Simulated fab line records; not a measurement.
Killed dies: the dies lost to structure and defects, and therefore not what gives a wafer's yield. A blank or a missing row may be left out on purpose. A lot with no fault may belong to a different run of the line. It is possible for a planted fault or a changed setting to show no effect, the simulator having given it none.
Which of the tools did it? + flow berkeleyCmos170 + route of 331 steps, sampled at 1 step: 7 lots, 21 wafers

## WHAT THE GAUGES SHOWED, per wafer
UCB170_START_THK_MEAS_03.
| lot  | measured    | on           | START_OXIDE_THK (nm) |
|------|-------------|--------------|----------------------|
| L360 | day 1 23:23 | filmMetro-04 | 17.8 17.8 17.7       |
| L362 | day 2 09:02 | filmMetro-03 | 17.9 17.9 17.6       |
| L365 | day 3 02:28 | filmMetro-04 | 18.1 17.8 17.5       |
| L371 | day 4 09:58 | filmMetro-01 | 18.4 18.3 18.0       |
| L375 | day 5 01:05 | filmMetro-04 | 17.9 17.8 18.0       |
| L377 | day 5 14:20 | filmMetro-04 | 18.8 18.3 18.3       |
| L381 | day 6 08:48 | filmMetro-04 | 18.0 18.1 18.0       |

## TOOL THAT RAN EACH LOT (tool first, then ch and the chambers of the sampled wafers, then the start)
The record holds no process step before these readings.

## THE ANSWER, worked out from the rows above alone
Rule: what is usual is taken from the lots themselves. The widest of any qualifying gaps counts: lots, ordered by their means at a reading, are off when they make up no more than a third of the lots, leave a main group of 4 or more, and stand apart from it by 3 or more times the standard deviation of that group's means. If all means in a main group match to the digits the tables above print for the reading, that group is not used. A lot without any number at a reading at which 4 lots or more have one is off too. Any other lot the step has rows for is counted as sound.
No lot is off at any reading shown: from this, nothing can be told.

## WHAT THE SIMULATOR PUT IN
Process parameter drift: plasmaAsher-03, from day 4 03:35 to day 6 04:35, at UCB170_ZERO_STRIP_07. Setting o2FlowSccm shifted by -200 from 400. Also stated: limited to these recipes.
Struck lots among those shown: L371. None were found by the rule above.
